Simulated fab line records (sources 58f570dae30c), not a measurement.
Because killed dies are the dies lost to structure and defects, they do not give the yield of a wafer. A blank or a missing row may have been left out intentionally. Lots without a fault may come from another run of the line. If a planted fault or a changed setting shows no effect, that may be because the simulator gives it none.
Struck lot and sound lot, side by side || flow berkeley cmos170 || 22 out of 331 route steps
Sound: these wafers, L344.1, L344.4, L344.6. The struck wafers were L357.1, L357.2, L357.6. The cause comes at the end.
Each step with rows lists, per side, the tool, then ch with its chambers, then its first start. Under that, the readings that differ: sound wafers || struck wafers || difference of the means || sigmas: that difference in standard deviations of wafers without a fault.
alike: readings with means less than 2 such deviations apart, plus words and numbers identical on both sides. not compared: withheld readings, readings lacking a value on some wafer, bounds such as >300 that could conceal the same value, and numbers that have no deviation in the record and whose values overlap.
A row with sigmas, a row that says differs or no value, or rows on one side alone: a step with any of these is where the two part. Non-overlapping numbers with no deviation appear without sigmas and do not part them. A reading missing from all wafers of one side parts the sides only when that side holds two or more wafers.

first, 3 steps without rows for these wafers: UCB170_SILICIDE_WET_ETCH_05 (etches Ti in SPM, time 45 s); UCB170_CONTACT_CLEAN_00 (cleans in SPM, time 600 s); UCB170_CONTACT_CVD_01 (deposits PSG from SiH4/O2/PH3, target thk 700 nm, time 2820 s).
UCB170_CONTACT_THK_MEAS_02:
  sound on film metro-04 at day 6 18:41; struck on film metro-04 at day 9 18:43
  alike: CONTACT_PSG_THK
then, 3 steps without rows for these wafers: UCB170_CONTACT_HMDS_03 (prime time 60 s); UCB170_CONTACT_COAT_04 (resist thk 900 nm); UCB170_CONTACT_SOFTBAKE_05 (time 60 s).
UCB170_CONTACT_STRIP_06: strips in O2.
  sound on plasma asher-02 ch 1, day 6 19:13; struck on plasma asher-02 ch 0,1, day 9 19:46
  alike: chamber pressure mTorr, drypump motor current A, o2 flow sccm, oes product au, strip time to endpoint s
  not compared: rf hours counter h
then, 1 step without rows for these wafers: UCB170_CONTACT_CLEAN_07 (cleans in SPM, time 600 s).
UCB170_CONTACT_RTA_08: time 10 s.
  sound on rtp anneal-01 ch 0, day 6 19:30; struck on rtp anneal-01 ch 0, day 9 20:04
  alike: anneal temp c max, lamp power pct, wafer_temp_C_max
then, 2 steps without rows for these wafers: UCB170_CONTACT_COAT_09; UCB170_CONTACT_COAT_10 (resist thk 900 nm).
UCB170_CONTACT_SOFTBAKE_11: time 60 s.
  sound on litho track-02 ch 0, day 6 19:00; struck on litho track-04 ch 0, day 9 21:00
{"reading": "heater power total W (W)", "sound": "56.81 56.78 56.78", "struck": "57.65 57.81 57.72", "difference": "+0.94", "sigmas": "+21"}
{"reading": "plate temp C (C)", "sound": "129.93 129.93 129.70", "struck": "131.46 131.67 131.50", "difference": "+1.69", "sigmas": "+12"}
then, 3 steps without rows for these wafers: UCB170_CONTACT_EXPOSE_12 (exposes mask CONT, target cd 700 nm); UCB170_CONTACT_PEB_13; UCB170_CONTACT_DEVELOP_14 (develop time 45 s).
UCB170_CONTACT_CD_MEAS_15 targets a cd of 700 nm.
  sound on cd sem-02 at day 6 20:46; struck on cd sem-02 at day 9 21:56
{"reading": "cd nm (nm)", "sound": "701.3 700.1 701.1", "struck": "705.4 705.1 705.3", "difference": "+4.4", "sigmas": "+3"}
UCB170_CONTACT_OVL_MEAS_16:
  sound on overlay-02 at day 6 20:53; struck on overlay-02 at day 9 22:03
  alike: CONTACT_OVL
UCB170_CONTACT_ETCH_17: etches BARC in N2/H2.
  sound on rie diel-02 ch 0,1,3, day 6 20:55; struck on rie diel-02 ch 0,2, day 9 22:05
{"reading": "model.CONTACT.cd nm (nm)", "sound": "702.1 700.7 701.4", "struck": "706.5 706.2 705.7", "difference": "+4.7", "sigmas": ""}
  alike: chamber pressure mTorr, drypump motor current A, n2 flow sccm, oes product au, throttle valve pct
UCB170_CONTACT_ETCH_18: etches PSG in CHF3/CF4/Ar, stops on TiSi2, target depth 840 nm, time 195 s.
  sound on rie diel-02 ch 0,1,3; struck on rie diel-02 ch 0,2
{"reading": "oes product au (a.u.)", "sound": "0.884 0.875 0.888", "struck": "0.916 0.897 0.922", "difference": "+0.029", "sigmas": "+2"}
{"reading": "model.CONTACT.cd nm (nm)", "sound": "701.8 701 701.4", "struck": "706.4 706.3 705.9", "difference": "+4.8", "sigmas": ""}
  alike: CHF3_flow_sccm, chamber pressure mTorr, drypump motor current A, throttle valve pct
  not compared: rf hours counter h
UCB170_CONTACT_STRIP_19: strips in O2.
  sound on plasma asher-03 ch 1, day 6 21:05; struck on plasma asher-03 ch 0,1, day 9 22:16
  alike: chamber pressure mTorr, drypump motor current A, o2 flow sccm, oes product au
  not compared: rf hours counter h
following that, these wafers have no rows for 1 step: UCB170_M3_PROBE_99.

## WHERE THEY PART
Last at UCB170_CONTACT_ETCH_18 as far as this record goes, first at UCB170_CONTACT_SOFTBAKE_11. Later steps at which nothing parts them and some readings are alike: UCB170_CONTACT_STRIP_19.

WHY: whatever the simulator had introduced
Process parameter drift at UCB170_CONTACT_SOFTBAKE_11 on litho track-04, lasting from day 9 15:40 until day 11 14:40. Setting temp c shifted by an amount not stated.
